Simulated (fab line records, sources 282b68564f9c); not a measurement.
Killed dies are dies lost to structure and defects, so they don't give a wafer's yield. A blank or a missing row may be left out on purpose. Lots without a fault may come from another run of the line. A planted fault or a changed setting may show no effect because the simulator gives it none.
A struck lot beside a sound one | flow rit_cmos | 15 steps out of a route of 202
Sound: wafers L201.1, L201.5, L201.6. Struck: wafers L215.1, L215.2, L215.3. The cause comes at the end.
At each step with rows: each side's tool, then ch and its chambers, then its first start. Under that, the readings that differ: sound wafers | struck wafers | difference of the means | sigmas: that difference in standard deviations of wafers without a fault.
alike: readings whose means differ by less than 2 such deviations, and words and numbers that are the same on both sides. not compared: withheld readings, readings that some wafer has no value for, bounds like >300 that may hide the same value, and numbers for which the record gives no deviation and whose values overlap.
The two part at a step that has a row with sigmas, a row that says differs or no value, or rows on one side only. Numbers that don't overlap but have no deviation are shown without sigmas and don't part them. A reading that every wafer of one side lacks parts them only if that side has two wafers or more.

RIT_CONTACT_CVD_00: deposits SiO2 from TEOS, target thk 400 nm, time 61 s.
  sound on pecvd-02 ch 0,2, day 4 09:05; struck on pecvd-02 ch 0,1,2, day 7 02:31
  alike: heater_power_w, rf_fwd_power_W
RIT_CONTACT_THK_MEAS_01:
  sound on film_metro-04, day 4 09:08; struck on film_metro-03, day 7 02:34
  alike: CONTACT_TEOS_THK
then, 6 steps without rows for these wafers: RIT_CONTACT_HMDS_02 (prime time 60 s); RIT_CONTACT_COAT_03 (resist thk 1009 nm); RIT_CONTACT_SOFTBAKE_04 (time 60 s); RIT_CONTACT_EXPOSE_05 (exposes mask M11, target cd 1000 nm); RIT_CONTACT_PEB_06; RIT_CONTACT_DEVELOP_07 (develop time 120 s).
RIT_CONTACT_CD_MEAS_08: target cd 1000 nm.
  sound on cd_sem-01, day 4 10:17; struck on cd_sem-02, day 7 03:35
  reading    | sound                | struck             | difference | sigmas
  cd_nm (nm) | 1003.7 1002.8 1003.4 | 1000.4 997.6 999.2 | -4.2       | -2
RIT_CONTACT_OVL_MEAS_09:
  sound on overlay-01, day 4 10:24; struck on overlay-01, day 7 03:43
  alike: CONTACT_OVL
then, 1 step without rows for these wafers: RIT_CONTACT_HARDBAKE_10 (time 60 s).
RIT_CONTACT_ETCH_11: etches SiO2 in CHF3/CF4/Ar, stops on TiSi2, target depth 480 nm, time 320 s.
  sound on rie_diel-02 ch 1,2, day 4 10:35; struck on rie_diel-04 ch 0,2,3, day 7 03:53
  alike: CHF3_flow_sccm, drypump_motor_current_A, oes_product_au, rf_fwd_power_W, throttle_valve_pct
  not compared: rf_hours_counter_h
RIT_CONTACT_STRIP_12: strips in O2, time 180 s.
  sound on plasma_asher-01 ch 0,1, day 4 10:47; struck on plasma_asher-04 ch 0,1, day 7 04:05
  reading          | sound                | struck               | difference | sigmas
  run_length_s (s) | 208.48 207.90 208.89 | 222.67 222.39 222.57 | +14.12     | +52
  alike: drypump_motor_current_A
  not compared: rf_hours_counter_h
RIT_CONTACT_CD_MEAS_90: target cd 1000 nm.
  sound on cd_sem-01, day 4 10:58; struck on cd_sem-01, day 7 04:16
  alike: cd_nm
then, 1 step without rows for these wafers: RIT_M1_PROBE_99.

WHERE THEY PART
First at RIT_CONTACT_CD_MEAS_08; last, within this record, at RIT_CONTACT_STRIP_12. Later steps at which nothing parts them and some readings are alike: RIT_CONTACT_CD_MEAS_90.

WHY: what the simulator had put in
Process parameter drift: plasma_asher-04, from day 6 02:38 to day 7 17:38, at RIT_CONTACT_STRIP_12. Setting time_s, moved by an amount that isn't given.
